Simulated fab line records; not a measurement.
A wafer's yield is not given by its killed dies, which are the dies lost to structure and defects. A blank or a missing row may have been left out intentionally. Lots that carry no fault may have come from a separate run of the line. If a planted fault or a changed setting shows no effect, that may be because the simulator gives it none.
What tool caused it? :: flow berkeley cmos170 :: 42 wafers from 14 lots sampled at 4 of the route's 331 steps

WHAT EACH GAUGE READ, for each wafer
UCB170_FIELD_THK_MEAS_90. Usual: FIELD_OXIDE_LEFT_1_THK typically reads 441 nm, with standard deviation 11.
lot: L315
measured: day 4 21:14
on: film metro-03
FIELD_OXIDE_LEFT_1_THK (nm): 442 438 431
flag: 

lot: L316
measured: day 5 06:03
on: film metro-02
FIELD_OXIDE_LEFT_1_THK (nm): 436 443 442
flag: 

lot: L320
measured: day 5 23:59
on: film metro-04
FIELD_OXIDE_LEFT_1_THK (nm): 440 440 439
flag: 

lot: L321
measured: day 6 16:50
on: film metro-03
FIELD_OXIDE_LEFT_1_THK (nm): 432 433 432
flag: 

lot: L322
measured: day 6 09:37
on: film metro-04
FIELD_OXIDE_LEFT_1_THK (nm): 440 442 454
flag: 

lot: L323
measured: day 6 16:50
on: film metro-02
FIELD_OXIDE_LEFT_1_THK (nm): 451 453 447
flag: 

lot: L324
measured: day 6 20:21
on: film metro-02
FIELD_OXIDE_LEFT_1_THK (nm): 433 435 450
flag: 

lot: L326
measured: day 6 20:22
on: film metro-04
FIELD_OXIDE_LEFT_1_THK (nm): 436 435 446
flag: 

lot: L325
measured: day 7 09:03
on: film metro-03
FIELD_OXIDE_LEFT_1_THK (nm): 442 448 438
flag: 

lot: L327
measured: day 7 09:03
on: film metro-02
FIELD_OXIDE_LEFT_1_THK (nm): 458 444 439
flag: 

lot: L332
measured: day 8 17:57
on: film metro-02
FIELD_OXIDE_LEFT_1_THK (nm): 442 437 435
flag: 

lot: L335
measured: day 9 07:51
on: film metro-02
FIELD_OXIDE_LEFT_1_THK (nm): 430 437 432
flag: 

lot: L336
measured: day 9 07:51
on: film metro-04
FIELD_OXIDE_LEFT_1_THK (nm): 447 445 448
flag: 

lot: L338
measured: day 9 17:47
on: film metro-03
FIELD_OXIDE_LEFT_1_THK (nm): 446 443 436
flag: 

UCB170_M3_RS_MEAS_02: uses a four-point probe to measure. Usual: M3_AL_RS typically reads 0.0323 ohm/sq, with standard deviation 0.00046.
lot: L315
measured: day 7 14:31
on: film metro-01
M3_AL_RS (ohm/sq): 0.0327 0.0321 0.0327
flag: 

lot: L316
measured: day 7 21:49
on: film metro-01
M3_AL_RS (ohm/sq): 0.0325 0.0319 0.0321
flag: 

lot: L320
measured: day 9 03:33
on: film metro-01
M3_AL_RS (ohm/sq): 0.0318 0.0324 0.0321
flag: 

lot: L321
measured: day 9 16:12
on: film metro-03
M3_AL_RS (ohm/sq): 0.0323 0.0323 0.0319
flag: 

lot: L322
measured: day 9 09:25
on: film metro-01
M3_AL_RS (ohm/sq): 0.0316 0.0320 0.0326
flag: 

lot: L323
measured: day 9 15:39
on: film metro-02
M3_AL_RS (ohm/sq): 0.0320 0.0318 0.0319
flag: 

lot: L324
measured: day 9 14:40
on: film metro-02
M3_AL_RS (ohm/sq): 0.0322 0.0318 0.0321
flag: 

lot: L326
measured: day 9 15:57
on: film metro-01
M3_AL_RS (ohm/sq): 0.0324 0.0320 0.0318
flag: 

lot: L325
measured: day 10 06:11
on: film metro-03
M3_AL_RS (ohm/sq): 0.0329 0.0319 0.0321
flag: 

lot: L327
measured: day 10 05:51
on: film metro-03
M3_AL_RS (ohm/sq): 0.0319 0.0319 0.0319
flag: 

lot: L332
measured: day 11 20:28
on: film metro-01
M3_AL_RS (ohm/sq): 0.0313 0.0321 0.0325
flag: 

lot: L335
measured: day 12 06:28
on: film metro-03
M3_AL_RS (ohm/sq): 0.0324 0.0320 0.0320
flag: 

lot: L336
measured: day 12 06:35
on: film metro-02
M3_AL_RS (ohm/sq): 0.0329 0.0320 0.0318
flag: 

lot: L338
measured: day 12 14:36
on: film metro-01
M3_AL_RS (ohm/sq): 0.0321 0.0318 0.0320
flag: 

WHAT TOOL EACH LOT RAN ON (gives the tool, then ch and the chambers of the sampled wafers, and finally the start)
lot: L315
UCB170_NWELL_STRIP_15: plasma asher-04 ch 0, day 2 06:16
UCB170_PLDD_IMPLANT_09: implanter-03 ch 0, day 6 01:38

lot: L316
UCB170_NWELL_STRIP_15: plasma asher-04 ch 0,1, day 2 08:48
UCB170_PLDD_IMPLANT_09: implanter-01 ch 0, day 6 10:04

lot: L320
UCB170_NWELL_STRIP_15: plasma asher-04 ch 0,1, day 3 07:55
UCB170_PLDD_IMPLANT_09: implanter-04 ch 0, day 7 14:05

lot: L321
UCB170_NWELL_STRIP_15: plasma asher-04 ch 0,1, day 3 15:26
UCB170_PLDD_IMPLANT_09: implanter-01 ch 0, day 8 03:09

lot: L322
UCB170_NWELL_STRIP_15: plasma asher-02 ch 0,1, day 3 15:45
UCB170_PLDD_IMPLANT_09: implanter-04 ch 0, day 7 20:24

lot: L323
UCB170_NWELL_STRIP_15: plasma asher-04 ch 0,1, day 4 00:09
UCB170_PLDD_IMPLANT_09: implanter-03 ch 0, day 8 03:50

lot: L324
UCB170_NWELL_STRIP_15: plasma asher-02 ch 0,1, day 4 09:28
UCB170_PLDD_IMPLANT_09: implanter-04 ch 0, day 8 03:24

lot: L326
UCB170_NWELL_STRIP_15: plasma asher-01 ch 0,1, day 4 12:01
UCB170_PLDD_IMPLANT_09: implanter-03 ch 0, day 8 02:40

lot: L325
UCB170_NWELL_STRIP_15: plasma asher-01 ch 0,1, day 4 12:46
UCB170_PLDD_IMPLANT_09: implanter-03 ch 0, day 8 19:49

lot: L327
UCB170_NWELL_STRIP_15: plasma asher-04 ch 0,1, day 4 17:03
UCB170_PLDD_IMPLANT_09: implanter-04 ch 0, day 8 19:32

lot: L332
UCB170_NWELL_STRIP_15: plasma asher-01 ch 0,1, day 5 21:43
UCB170_PLDD_IMPLANT_09: implanter-03 ch 0, day 10 05:32

lot: L335
UCB170_NWELL_STRIP_15: plasma asher-01 ch 0,1, day 6 12:09
UCB170_PLDD_IMPLANT_09: implanter-03 ch 0, day 10 15:21

lot: L336
UCB170_NWELL_STRIP_15: plasma asher-01 ch 0,1, day 6 13:46
UCB170_PLDD_IMPLANT_09: implanter-01 ch 0, day 10 15:31

lot: L338
UCB170_NWELL_STRIP_15: plasma asher-02 ch 0,1, day 7 05:41
UCB170_PLDD_IMPLANT_09: implanter-04 ch 0, day 11 00:45
- UCB170_NWELL_STRIP_15: strips in O2.
- UCB170_PLDD_IMPLANT_09

AS READ BY THE TOOLS THEMSELVES (means over the sampled wafers that have a number; for cases with no such wafer, the mark the record gives instead)
UCB170_NWELL_STRIP_15. Usual: drypump motor current A 5.6 A, standard deviation 0.58; oes product au 0.721 a.u., standard deviation 0.0048; strip time to endpoint s 18.07 s, standard deviation 0.12.
lot: L315
tool: plasma asher-04
drypump motor current A (A): 5.0
oes product au (a.u.): 0.719
strip time to endpoint s (s): 18.19
flag: 

lot: L316
tool: plasma asher-04
drypump motor current A (A): 5.3
oes product au (a.u.): 0.718
strip time to endpoint s (s): 18.02
flag: 

lot: L320
tool: plasma asher-04
drypump motor current A (A): 5.1
oes product au (a.u.): 0.725
strip time to endpoint s (s): 18.11
flag: 

lot: L321
tool: plasma asher-04
drypump motor current A (A): 5.1
oes product au (a.u.): 0.720
strip time to endpoint s (s): 18.10
flag: 

lot: L322
tool: plasma asher-02
drypump motor current A (A): 5.9
oes product au (a.u.): 0.721
strip time to endpoint s (s): 18.20
flag: 

lot: L323
tool: plasma asher-04
drypump motor current A (A): 5.3
oes product au (a.u.): 0.722
strip time to endpoint s (s): 17.93
flag: 

lot: L324
tool: plasma asher-02
drypump motor current A (A): 5.3
oes product au (a.u.): 0.721
strip time to endpoint s (s): 18.00
flag: 

lot: L326
tool: plasma asher-01
drypump motor current A (A): 5.9
oes product au (a.u.): 0.720
strip time to endpoint s (s): 18.07
flag: 

lot: L325
tool: plasma asher-01
drypump motor current A (A): 5.9
oes product au (a.u.): 0.727
strip time to endpoint s (s): 18.15
flag: 

lot: L327
tool: plasma asher-04
drypump motor current A (A): 5.2
oes product au (a.u.): 0.723
strip time to endpoint s (s): 18.05
flag: 

lot: L332
tool: plasma asher-01
drypump motor current A (A): 6.0
oes product au (a.u.): 0.718
strip time to endpoint s (s): 17.93
flag: 

lot: L335
tool: plasma asher-01
drypump motor current A (A): 6.0
oes product au (a.u.): 0.718
strip time to endpoint s (s): 18.12
flag: 

lot: L336
tool: plasma asher-01
drypump motor current A (A): 6.0
oes product au (a.u.): 0.721
strip time to endpoint s (s): 17.90
flag: 

lot: L338
tool: plasma asher-02
drypump motor current A (A): 5.3
oes product au (a.u.): 0.725
strip time to endpoint s (s): 17.97
flag: 

UCB170_PLDD_IMPLANT_09. Usual: beam energy keV at 9.9995, with a standard deviation of 0.0027.
lot: L315
tool: implanter-03
beam energy keV: 10.0020
flag: 

lot: L316
tool: implanter-01
beam energy keV: 9.9989
flag: 

lot: L320
tool: implanter-04
beam energy keV: 9.9996
flag: 

lot: L321
tool: implanter-01
beam energy keV: 10.0013
flag: 

lot: L322
tool: implanter-04
beam energy keV: 9.9998
flag: 

lot: L323
tool: implanter-03
beam energy keV: 10.0010
flag: 

lot: L324
tool: implanter-04
beam energy keV: 9.9976
flag: 

lot: L326
tool: implanter-03
beam energy keV: 9.9992
flag: 

lot: L325
tool: implanter-03
beam energy keV: 9.9992
flag: 

lot: L327
tool: implanter-04
beam energy keV: 9.9992
flag: 

lot: L332
tool: implanter-03
beam energy keV: 9.7808
flag: OFF

lot: L335
tool: implanter-03
beam energy keV: 9.7827
flag: OFF

lot: L336
tool: implanter-01
beam energy keV: 10.0013
flag: 

lot: L338
tool: implanter-04
beam energy keV: 10.0006
flag: 

THE ANSWER, worked out from the rows above alone
Rule: a lot is off if the mean of its wafers that have a number lies more than 3 standard deviations from the usual mean. A lot without any number at a reading at which 4 lots or more have one is off too. Where the step has rows for the other lots, those lots are counted as sound. Order of review: gauges by route order, followed by the tools' own readings, for which a lot's mean as printed above is used. At the first step where some lot is off, the reading lying furthest off is the one used; lots without a number count as furthest.
Off: L332, L335, at UCB170_PLDD_IMPLANT_09 (beam energy keV).
If a tool, at that step or one of the process steps before it, ran each lot that is off and ran no sound lot following the first of them, it fits. One fits: implanter-03 at UCB170_PLDD_IMPLANT_09. Its last sound lot is L325 (day 8 19:49), its first lot that is off L332 (day 10 05:32): a fault that began between those two fits.
On the lots that are off, the tool's own readings at UCB170_PLDD_IMPLANT_09 differ by more than 5 times the standard deviation of the sound lots' means, which bears it out; beam energy keV reads 9.7817 there versus 10.0000 on the sound lots.

WHAT THE SIMULATOR HAD INSERTED
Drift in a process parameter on implanter-03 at UCB170_PLDD_IMPLANT_09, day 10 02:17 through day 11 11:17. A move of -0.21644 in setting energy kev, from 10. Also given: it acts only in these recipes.
Struck lots among those shown: L332, L335. This agrees with what the rule above found.
